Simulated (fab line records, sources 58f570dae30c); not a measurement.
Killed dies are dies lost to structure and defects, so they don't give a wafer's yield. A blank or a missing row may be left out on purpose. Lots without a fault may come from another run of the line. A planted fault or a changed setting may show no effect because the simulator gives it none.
Which tool did it? | flow berkeley_cmos170 | 14 lots, 42 wafers sampled, at 5 steps of a route of 331

WHAT THE GAUGES READ, wafer by wafer
UCB170_CONTACT_THK_MEAS_02.
lot  | measured     | on            | CONTACT_PSG_THK (nm)
L585 | day 8 17:05  | film_metro-02 | 701 695 698
L586 | day 8 18:43  | film_metro-01 | 691 689 687
L587 | day 8 18:43  | film_metro-04 | 687 691 683
L588 | day 8 18:43  | film_metro-02 | 695 696 708
L589 | day 9 13:03  | film_metro-02 | 711 703 701
L590 | day 9 13:03  | film_metro-04 | 700 699 695
L591 | day 9 13:11  | film_metro-01 | 696 696 697
L592 | day 9 18:11  | film_metro-02 | 704 705 697
L594 | day 10 10:29 | film_metro-04 | 705 702 698
L595 | day 10 10:43 | film_metro-02 | 698 710 702
L599 | day 11 09:59 | film_metro-01 | 688 697 694
L602 | day 11 23:17 | film_metro-01 | 691 694 697
L604 | day 13 02:14 | film_metro-01 | 699 698 700
L603 | day 13 07:41 | film_metro-02 | 696 694 690

UCB170_M1_CD_MEAS_90: target cd 700 nm.
lot  | measured     | on        | cd_nm (nm)
L585 | day 8 22:34  | cd_sem-02 | 699.4 697.4 695.3
L586 | day 8 23:05  | cd_sem-02 | 701.4 702.0 701.3
L587 | day 9 00:17  | cd_sem-02 | 697.0 698.9 699.6
L588 | day 8 23:24  | cd_sem-02 | 697.8 697.7 701.9
L589 | day 9 17:37  | cd_sem-01 | 701.9 702.9 699.3
L590 | day 9 17:42  | cd_sem-02 | 701.5 698.8 700.0
L591 | day 9 18:16  | cd_sem-02 | 696.7 699.3 698.0
L592 | day 9 22:40  | cd_sem-02 | 706.8 706.6 707.9
L594 | day 10 14:35 | cd_sem-02 | 706.8 704.8 706.3
L595 | day 10 15:04 | cd_sem-02 | 700.9 701.7 700.6
L599 | day 11 14:14 | cd_sem-01 | 699.2 700.2 698.5
L602 | day 12 08:19 | cd_sem-02 | 701.0 698.8 697.0
L604 | day 13 11:40 | cd_sem-01 | 703.0 703.1 702.1
L603 | day 13 15:50 | cd_sem-01 | 702.0 701.8 700.2

WHICH TOOL RAN EACH LOT (tool, then ch and the chambers of the sampled wafers, then the start)
lot  | UCB170_CONTACT_STRIP_06              | UCB170_CONTACT_ETCH_17             | UCB170_M1_METAL_ETCH_12
L585 | plasma_asher-04 ch 0,1, day 8 17:36  | rie_diel-04 ch 1,2,3, day 8 20:13  | rie_metal-02 ch 0,1, day 8 22:19
L586 | plasma_asher-04 ch 0,1, day 8 19:31  | rie_diel-03 ch 0,1,3, day 8 21:00  | rie_metal-03 ch 0,1, day 8 22:50
L587 | plasma_asher-04 ch 1, day 8 19:46    | rie_diel-04 ch 2,3, day 8 21:36    | rie_metal-02 ch 0,1, day 9 00:03
L588 | plasma_asher-03 ch 0,1, day 8 19:36  | rie_diel-01 ch 1,2,3, day 8 21:19  | rie_metal-04 ch 0,1, day 8 23:10
L589 | plasma_asher-04 ch 0, day 9 13:34    | rie_diel-01 ch 2,3, day 9 14:55    | rie_metal-02 ch 1, day 9 17:22
L590 | plasma_asher-01 ch 1, day 9 13:48    | rie_diel-03 ch 0,1, day 9 15:16    | rie_metal-04 ch 0,1, day 9 17:27
L591 | plasma_asher-04 ch 0,1, day 9 14:01  | rie_diel-01 ch 1,2,3, day 9 15:32  | rie_metal-03 ch 1, day 9 17:55
L592 | plasma_asher-01 ch 0,1, day 9 18:49  | rie_diel-03 ch 0,3, day 9 20:19    | rie_metal-02 ch 0,1, day 9 22:26
L594 | plasma_asher-04 ch 1, day 10 10:59   | rie_diel-01 ch 1,2,3, day 10 12:20 | rie_metal-02 ch 0,1, day 10 14:20
L595 | plasma_asher-01 ch 0,1, day 10 11:26 | rie_diel-03 ch 0,1,3, day 10 12:48 | rie_metal-03 ch 0,1, day 10 14:49
L599 | plasma_asher-04 ch 0,1, day 11 10:30 | rie_diel-03 ch 0,1,2, day 11 11:58 | rie_metal-04 ch 1, day 11 14:01
L602 | plasma_asher-04 ch 0,1, day 11 23:48 | rie_diel-03 ch 0,1,2, day 12 04:03 | rie_metal-03 ch 0,1, day 12 08:05
L604 | plasma_asher-03 ch 0,1, day 13 02:44 | rie_diel-01 ch 0,1,2, day 13 07:17 | rie_metal-02 ch 0, day 13 11:19
L603 | plasma_asher-03 ch 0,1, day 13 08:11 | rie_diel-03 ch 0,1, day 13 11:44   | rie_metal-02 ch 0, day 13 15:29
- UCB170_CONTACT_STRIP_06: strips in O2.
- UCB170_CONTACT_ETCH_17: etches BARC in N2/H2.
- UCB170_M1_METAL_ETCH_12: etches Al in Cl2/BCl3, stops on PSG, target depth 780 nm, time 130 s.

WHAT THE TOOLS THEMSELVES READ (means of the sampled wafers that have a number; where no wafer has one, the mark that the record gives instead)
UCB170_CONTACT_STRIP_06.
lot  | tool            | drypump_motor_current_A (A) | oes_product_au (a.u.) | strip_time_to_endpoint_s (s)
L585 | plasma_asher-04 | 5.94                        | 0.733                 | 22.01
L586 | plasma_asher-04 | 5.93                        | 0.735                 | 22.03
L587 | plasma_asher-04 | 5.73                        | 0.732                 | 21.85
L588 | plasma_asher-03 | 5.98                        | 0.739                 | 21.98
L589 | plasma_asher-04 | 6.37                        | 0.735                 | 21.94
L590 | plasma_asher-01 | 6.22                        | 0.736                 | 22.07
L591 | plasma_asher-04 | 5.95                        | 0.734                 | 21.98
L592 | plasma_asher-01 | 6.12                        | 0.739                 | 21.89
L594 | plasma_asher-04 | 5.72                        | 0.735                 | 21.94
L595 | plasma_asher-01 | 6.03                        | 0.734                 | 21.93
L599 | plasma_asher-04 | 5.93                        | 0.735                 | 21.92
L602 | plasma_asher-04 | 6.12                        | 0.739                 | 21.97
L604 | plasma_asher-03 | 5.96                        | 0.736                 | 21.97
L603 | plasma_asher-03 | 5.96                        | 0.743                 | 21.83

UCB170_CONTACT_ETCH_17.
lot  | tool        | bias_w (W) | drypump_motor_current_A (A) | oes_product_au (a.u.) | throttle_valve_pct (%)
L585 | rie_diel-04 | 100.0      | 5.6                         | 1.023                 | 13.28
L586 | rie_diel-03 | 100.2      | 5.4                         | 1.002                 | 13.25
L587 | rie_diel-04 | 99.9       | 5.5                         | 1.008                 | 13.38
L588 | rie_diel-01 | 100.1      | 5.7                         | 0.984                 | 13.33
L589 | rie_diel-01 | 99.7       | 5.7                         | 0.991                 | 13.35
L590 | rie_diel-03 | 100.0      | 5.5                         | 0.995                 | 13.35
L591 | rie_diel-01 | 100.1      | 5.7                         | 0.991                 | 13.33
L592 | rie_diel-03 | 100.2      | 5.2                         | 0.994                 | 13.26
L594 | rie_diel-01 | 100.0      | 5.7                         | 0.991                 | 13.34
L595 | rie_diel-03 | 100.2      | 5.4                         | 1.002                 | 13.24
L599 | rie_diel-03 | 100.0      | 5.6                         | 1.000                 | 13.37
L602 | rie_diel-03 | 100.0      | 5.6                         | 1.001                 | 13.38
L604 | rie_diel-01 | 99.8       | 5.4                         | 0.989                 | 13.34
L603 | rie_diel-03 | 100.0      | 5.6                         | 0.996                 | 13.35

UCB170_M1_METAL_ETCH_12.
lot  | tool         | bias_w (W) | drypump_motor_current_A (A) | oes_product_au (a.u.) | throttle_valve_pct (%)
L585 | rie_metal-02 | 119.9      | 5.8                         | 0.838                 | 24.37
L586 | rie_metal-03 | 120.1      | 5.4                         | 0.866                 | 24.17
L587 | rie_metal-02 | 119.9      | 5.7                         | 0.832                 | 24.45
L588 | rie_metal-04 | 119.8      | 6.0                         | 0.850                 | 24.43
L589 | rie_metal-02 | 120.3      | 5.6                         | 0.829                 | 24.52
L590 | rie_metal-04 | 120.2      | 6.3                         | 0.846                 | 24.39
L591 | rie_metal-03 | 119.9      | 5.5                         | 0.863                 | 23.96
L592 | rie_metal-02 | 119.9      | 5.8                         | 0.842                 | 24.38
L594 | rie_metal-02 | 119.6      | 5.8                         | 0.843                 | 24.38
L595 | rie_metal-03 | 120.2      | 5.4                         | 0.861                 | 24.11
L599 | rie_metal-04 | 120.0      | 5.8                         | 0.863                 | 24.48
L602 | rie_metal-03 | 120.2      | 5.4                         | 0.860                 | 24.05
L604 | rie_metal-02 | 119.8      | 5.9                         | 0.851                 | 24.29
L603 | rie_metal-02 | 119.7      | 5.9                         | 0.856                 | 24.29

THE ANSWER, worked out from the rows above alone
Rule: what is usual is taken from the lots themselves. Put in order of their means at a reading, lots are off if they are a third of the lots or fewer, leave a main group of 4 or more, and stand apart from it by a gap of 3 or more times the standard deviation of the main group's means; of several such gaps the widest counts. A main group whose means are all the same, to the digits that the tables above print for the reading, isn't used. A lot without any number at a reading at which 4 lots or more have one is off too. The other lots that the step has rows for count as sound. The gauges are gone through in route order, then the tools' own readings, and for those a lot's mean is taken as printed above. The first step at which some lot is off is used, and at that step the reading that is off furthest; a lot without a number counts as furthest.
No lot is off at any reading shown: from this, nothing can be told.

WHAT THE SIMULATOR HAD PUT IN
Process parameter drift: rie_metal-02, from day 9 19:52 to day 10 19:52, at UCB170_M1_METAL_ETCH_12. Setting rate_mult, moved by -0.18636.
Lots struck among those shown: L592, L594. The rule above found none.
